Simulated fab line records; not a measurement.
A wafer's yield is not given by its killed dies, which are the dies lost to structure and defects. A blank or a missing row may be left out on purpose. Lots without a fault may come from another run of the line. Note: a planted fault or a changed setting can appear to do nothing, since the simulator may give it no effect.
Which tool did it? -- flow berkeley_cmos170 -- 42 wafers from 14 lots sampled at 6 of the route's 331 steps

## WHAT THE GAUGES READ, wafer by wafer
UCB170_FIELD_THK_MEAS_02.
lot,measured,on,FIELD_OXIDE_THK (nm)
L726,day 5 04:29,film_metro-02,528 538 526
L727,day 5 15:52,film_metro-02,551 545 546
L728,day 5 15:47,film_metro-02,551 549 542
L729,day 5 15:47,film_metro-03,559 553 556
L730,day 5 23:23,film_metro-03,546 560 551
L731,day 5 23:22,film_metro-04,546 546 537
L733,day 6 15:32,film_metro-03,538 534 541
L734,day 6 20:14,film_metro-04,539 542 543
L736,day 7 05:19,film_metro-03,542 539 539
L737,day 7 05:16,film_metro-04,538 535 530
L738,day 7 17:36,film_metro-04,562 552 562
L741,day 8 01:54,film_metro-04,553 560 557
L742,day 8 12:55,film_metro-03,585 586 593
L744,day 8 12:55,film_metro-04,588 588 588

UCB170_FIELD_THK_MEAS_90.
lot,measured,on,FIELD_OXIDE_LEFT_1_THK (nm)
L726,day 5 13:29,film_metro-03,410 420 408
L727,day 6 04:28,film_metro-04,434 428 429
L728,day 6 04:27,film_metro-03,434 432 425
L729,day 6 04:27,film_metro-02,443 436 440
L730,day 6 08:49,film_metro-02,432 446 436
L731,day 6 08:48,film_metro-04,429 428 420
L733,day 7 03:29,film_metro-04,421 417 424
L734,day 7 03:28,film_metro-02,423 425 427
L736,day 7 13:39,film_metro-04,425 423 422
L737,day 7 13:40,film_metro-03,421 418 413
L738,day 8 03:11,film_metro-04,445 436 446
L741,day 8 09:22,film_metro-03,437 444 440
L742,day 8 22:31,film_metro-04,469 470 477
L744,day 8 22:32,film_metro-02,471 473 473

UCB170_FIELD_THK_MEAS_91.
lot,measured,on,FIELD_OXIDE_LEFT_2_THK (nm)
L726,day 6 13:02,film_metro-03,321 331 319
L727,day 7 02:47,film_metro-04,346 340 341
L728,day 7 02:10,film_metro-03,345 343 337
L729,day 7 03:26,film_metro-03,354 348 352
L730,day 7 08:26,film_metro-03,344 358 349
L731,day 7 08:37,film_metro-02,339 340 332
L733,day 8 00:34,film_metro-03,332 328 335
L734,day 8 00:15,film_metro-03,335 337 339
L736,day 8 13:44,film_metro-02,336 333 333
L737,day 8 09:50,film_metro-03,333 330 325
L738,day 8 20:16,film_metro-04,357 348 358
L741,day 9 05:52,film_metro-03,348 355 352
L742,day 9 21:48,film_metro-03,381 382 389
L744,day 9 21:41,film_metro-04,384 384 384

UCB170_M2_CD_MEAS_90: the cd target is 700 nm.
lot,measured,on,cd_nm (nm)
L726,day 8 11:50,cd_sem-02,701.7 699.9 698.4
L727,day 9 00:07,cd_sem-01,693.5 696.2 694.6
L728,day 9 04:32,cd_sem-02,698.4 699.8 698.1
L729,day 9 00:49,cd_sem-01,699.5 697.3 699.3
L730,day 9 10:16,cd_sem-01,700.6 701.2 698.4
L731,day 9 09:53,cd_sem-01,699.1 699.0 697.3
L733,day 9 21:17,cd_sem-01,697.5 697.5 698.6
L734,day 9 20:11,cd_sem-01,705.0 702.2 706.7
L736,day 10 09:03,cd_sem-02,698.4 701.9 699.6
L737,day 10 10:04,cd_sem-01,700.2 698.6 698.1
L738,day 10 15:45,cd_sem-01,697.6 698.2 697.3
L741,day 11 12:10,cd_sem-01,697.5 699.2 699.4
L742,day 11 21:32,cd_sem-01,697.4 697.0 699.7
L744,day 11 20:38,cd_sem-01,700.7 700.6 701.0

## WHICH TOOL RAN EACH LOT (tool, then ch and the chambers of the sampled wafers, then the start)
lot,UCB170_FIELD_OXIDATION_01,UCB170_M1_ETCH_11
L726,"furnace-02 ch 0, day 5 01:29","rie_diel-02 ch 0,2,3, day 8 04:43"
L727,"furnace-04 ch 0, day 5 12:47","rie_diel-02 ch 0,1,2, day 8 15:06"
L728,"furnace-04 ch 0, day 5 12:47","rie_diel-03 ch 0,2,3, day 8 17:03"
L729,"furnace-04 ch 0, day 5 12:47","rie_diel-01 ch 0,1, day 8 15:39"
L730,"furnace-04 ch 0, day 5 20:22","rie_diel-01 ch 1,2,3, day 9 02:30"
L731,"furnace-04 ch 0, day 5 20:22","rie_diel-03 ch 1,2,3, day 9 01:46"
L733,"furnace-04 ch 0, day 6 12:31","rie_diel-02 ch 2,3, day 9 12:23"
L734,"furnace-01 ch 0, day 6 17:14","rie_diel-03 ch 0,1,3, day 9 12:07"
L736,"furnace-04 ch 0, day 7 02:16","rie_diel-02 ch 0,2,3, day 10 02:06"
L737,"furnace-04 ch 0, day 7 02:16","rie_diel-02 ch 0,2, day 10 03:26"
L738,"furnace-01 ch 0, day 7 14:35","rie_diel-02 ch 0,2,3, day 10 08:11"
L741,"furnace-01 ch 0, day 7 22:53","rie_diel-01 ch 1,2, day 11 04:44"
L742,"furnace-01 ch 0, day 8 09:55","rie_diel-01 ch 0,2, day 11 14:37"
L744,"furnace-01 ch 0, day 8 09:55","rie_diel-02 ch 0,2, day 11 13:12"
- UCB170_FIELD_OXIDATION_01: target thk 558.3 nm, ox time 6964 s.
- UCB170_M1_ETCH_11: etches BARC in N2/H2.

## AS READ BY THE TOOLS THEMSELVES (means over the sampled wafers that have a number; for cases with no such wafer, the mark the record gives instead)
UCB170_FIELD_OXIDATION_01.
lot,tool,spike_tc_centre_C (C),spike_tc_load_C (C),spike_tc_source_C (C),tube_center_temp_C (C),tube_center_temp_C_max
L726,furnace-02,1001.2,1021.0,1024.3,1000,1002.6
L727,furnace-04,1000.6,1027.9,1024.2,1000,1002.7
L728,furnace-04,999.7,1028.4,1025.0,1000,1002.5
L729,furnace-04,1000.6,1028.0,1024.5,1000,1002.9
L730,furnace-04,1000.9,1028.6,1025.3,1000,1002.8
L731,furnace-04,1000.7,1028.9,1025.1,1000,1002.1
L733,furnace-04,1001.1,1029.3,1025.6,1000,1002.3
L734,furnace-01,1001.5,1026.8,1023.1,1000,1002.3
L736,furnace-04,1000.8,1027.7,1024.5,1000,1002.8
L737,furnace-04,1000.8,1028.1,1024.8,1000,1002.5
L738,furnace-01,1003.0,1027.5,1023.6,1000,1002.3
L741,furnace-01,1002.5,1027.2,1023.9,1000,1002.2
L742,furnace-01,1010.9,1035.6,1031.7,1008,1010.7
L744,furnace-01,1010.7,1035.9,1029.8,1008,1010.5

UCB170_M1_ETCH_11.
lot,tool,drypump_motor_current_A (A),oes_product_au (a.u.),throttle_valve_pct (%)
L726,rie_diel-02,5.4,1.002,13.37
L727,rie_diel-02,5.5,1.000,13.23
L728,rie_diel-03,5.1,1.009,13.27
L729,rie_diel-01,6.0,1.007,13.45
L730,rie_diel-01,6.1,0.998,13.47
L731,rie_diel-03,5.2,0.996,13.22
L733,rie_diel-02,5.2,0.992,13.38
L734,rie_diel-03,5.0,0.997,13.18
L736,rie_diel-02,5.4,0.995,13.39
L737,rie_diel-02,5.6,1.004,13.38
L738,rie_diel-02,5.4,0.995,13.38
L741,rie_diel-01,6.2,0.996,13.33
L742,rie_diel-01,5.8,1.001,13.24
L744,rie_diel-02,5.6,0.998,13.39

## THE ANSWER, worked out from the rows above alone
Rule: the lots themselves supply what counts as usual. Put in order of their means at a reading, lots are off if they are a third of the lots or fewer, leave a main group of 4 or more, and stand apart from it by a gap of 3 or more times the standard deviation of the main group's means; of several such gaps the widest counts. Not used: any main group whose means are identical at the precision the tables above print for the reading. Also off: a lot with no number at a reading for which 4 or more lots have one. All remaining lots with rows at the step are treated as sound. First the gauges in route order, then the tools' own readings, where a lot's mean is used as printed above. The first step at which some lot is off is used, and at that step the reading that is off furthest; a lot without a number counts as furthest.
Off: L742, L744, seen at UCB170_FIELD_THK_MEAS_02 (FIELD_OXIDE_THK). Mean 545 nm and standard deviation 8.8 in the main group.
A tool fits if, at a process step before that reading, it ran every lot that is off, and no sound lot after the first of them. Not tried: the gauges at UCB170_FIELD_THK_MEAS_02; whatever is off there is also off at UCB170_FIELD_OXIDATION_01, on other tools, and gauge error can't account for it. One candidate fits, namely furnace-01 at UCB170_FIELD_OXIDATION_01. Its last sound lot is L741 (day 7 22:53), its first lot that is off L742 (day 8 09:55): a fault that began between those two fits.
The tool's own readings at UCB170_FIELD_OXIDATION_01 bear it out: on the lots that are off they differ by more than 5 times the standard deviation of the sound lots' means. spike_tc_centre_C reads 1010.8 C there against 1001.1 C on the sound lots; spike_tc_source_C reads 1030.8 C there against 1024.5 C on the sound lots; tube_center_temp_C reads 1008 C there against 1000 C on the sound lots; tube_center_temp_C_max reads 1010.6 there against 1002.5 on the sound lots.

## WHAT HAD BEEN PUT IN BY THE SIMULATOR
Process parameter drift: furnace-01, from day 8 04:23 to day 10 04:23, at UCB170_FIELD_OXIDATION_01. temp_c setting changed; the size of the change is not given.
Struck lots among those shown: L742, L744. The rule above found the same.
